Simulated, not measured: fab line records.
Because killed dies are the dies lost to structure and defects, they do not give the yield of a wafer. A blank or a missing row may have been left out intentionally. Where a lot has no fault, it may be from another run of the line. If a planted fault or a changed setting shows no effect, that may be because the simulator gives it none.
Problem report, 8D (eight disciplines) form, completed by code ; flow berkeleyCmos170 ; the parts of the form that need people (team, actions taken, sign-off) are left out

== 1. WHAT WENT WRONG ==
ACTIVE_NITRIDE_THK at UCB170_ACTIVE_THK_MEAS_06 reads a mean of 208.0 nm on 3 wafers of 1 lot; wafers without a fault read 219.5 nm with a standard deviation of 1.8. Measured from the usual mean, that is -6.4 standard deviations.
First seen on wafer L472.2, day 6 09:32, on filmMetro-04. The record holds 39 wafers of 13 lots with a number at this step. Rule for "out", or "out of limits": more than 4 standard deviations from the usual mean. All remaining wafers that have a number are taken as sound.

== 2. WHAT IT IS, AND WHAT IT ISN'T ==
question;is;is not
which readings at this step;ACTIVE_NITRIDE_THK;-
which lots;L472;L461, L462, L463, L464, L465, L466, L467, L469, L470, L480, L481, L482
which wafers of those lots;all that have a number;-
read on which gauges;filmMetro-04;filmMetro-02, filmMetro-03
when;from day 6 09:32;"up to then (27 sound wafers); but 9 sound wafers of L480, L481, L482 came after"

== 3. SUSPECTS, AND WHAT RULES EACH OUT ==
Counting: a tool at a process step up to the reading stays a suspect if it ran every lot that is out and no sound lot after the first of them.
- the gauge at UCB170_ACTIVE_THK_MEAS_06: kept. All the wafers that are out were read on filmMetro-04, and no step on other tools shows them out.
- lpcvd-01 at UCB170_ACTIVE_CVD_05 (deposits Si3N4 from SiH2Cl2/NH3, target thk 220 nm, time 3300 s): kept. It ran the lot that is out, L472 (day 6 07:37), and no sound lot after that; its last sound lot up to then is L469 (day 5 15:02).
Remaining after the count are lpcvd-01 at UCB170_ACTIVE_CVD_05 and filmMetro-04 at UCB170_ACTIVE_THK_MEAS_06.

== 4. THE CAUSE (what the simulator had put in) ==
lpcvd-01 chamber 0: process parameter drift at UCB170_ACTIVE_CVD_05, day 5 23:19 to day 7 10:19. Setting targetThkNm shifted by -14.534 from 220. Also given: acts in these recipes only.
2 suspects survive the count, and this tool is in that group.

== 5. THE CHAIN OF EFFECTS, in route order ==
Each row: a reading where the mean over the struck wafers with a number is more than 3 standard deviations away from the usual. Only readings whose record carries a usual standard deviation are examined. hours: median over the lots of the time between each lot's start at the first step of this table that gives one and its start at this step. sigmas: the change, counted in usual standard deviations.
hours;step;reading;usual;on struck wafers;change;sigmas
0;UCB170_ACTIVE_THK_MEAS_06;ACTIVE_NITRIDE_THK;219.5 nm;208.0;-11.5;-6.4
1;UCB170_ACTIVE_ETCH_15;oesProductAu;0.936 a.u.;0.902;-0.034;-3.1
Process steps it contains:
- UCB170_ACTIVE_ETCH_15: etches Si3N4 in CH3F/Ar/O2, stops on SiO2, target depth 242 nm, time 151 s.
Later steps that measure or inspect, where all struck wafers having a row at the step show a number for every such reading and not one has moved that far: UCB170_PFIELD_OVL_MEAS_06.

== 6. HOW IT WOULD HAVE BEEN CAUGHT EARLIER ==
The first out-of-limits reading at a measuring or inspecting step in this record came at day 6 09:32, 10 hours after the fault's start at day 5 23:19.
An alarm limit of 4 standard deviations would not have fired on the tool readings at UCB170_ACTIVE_CVD_05 for which the record gives a usual standard deviation, since none of them was out on any struck wafer.
Lots out: 1; all had begun UCB170_ACTIVE_CVD_05 on lpcvd-01 by day 6 09:32. Had the tool been put on hold then, not one of them would have been saved.
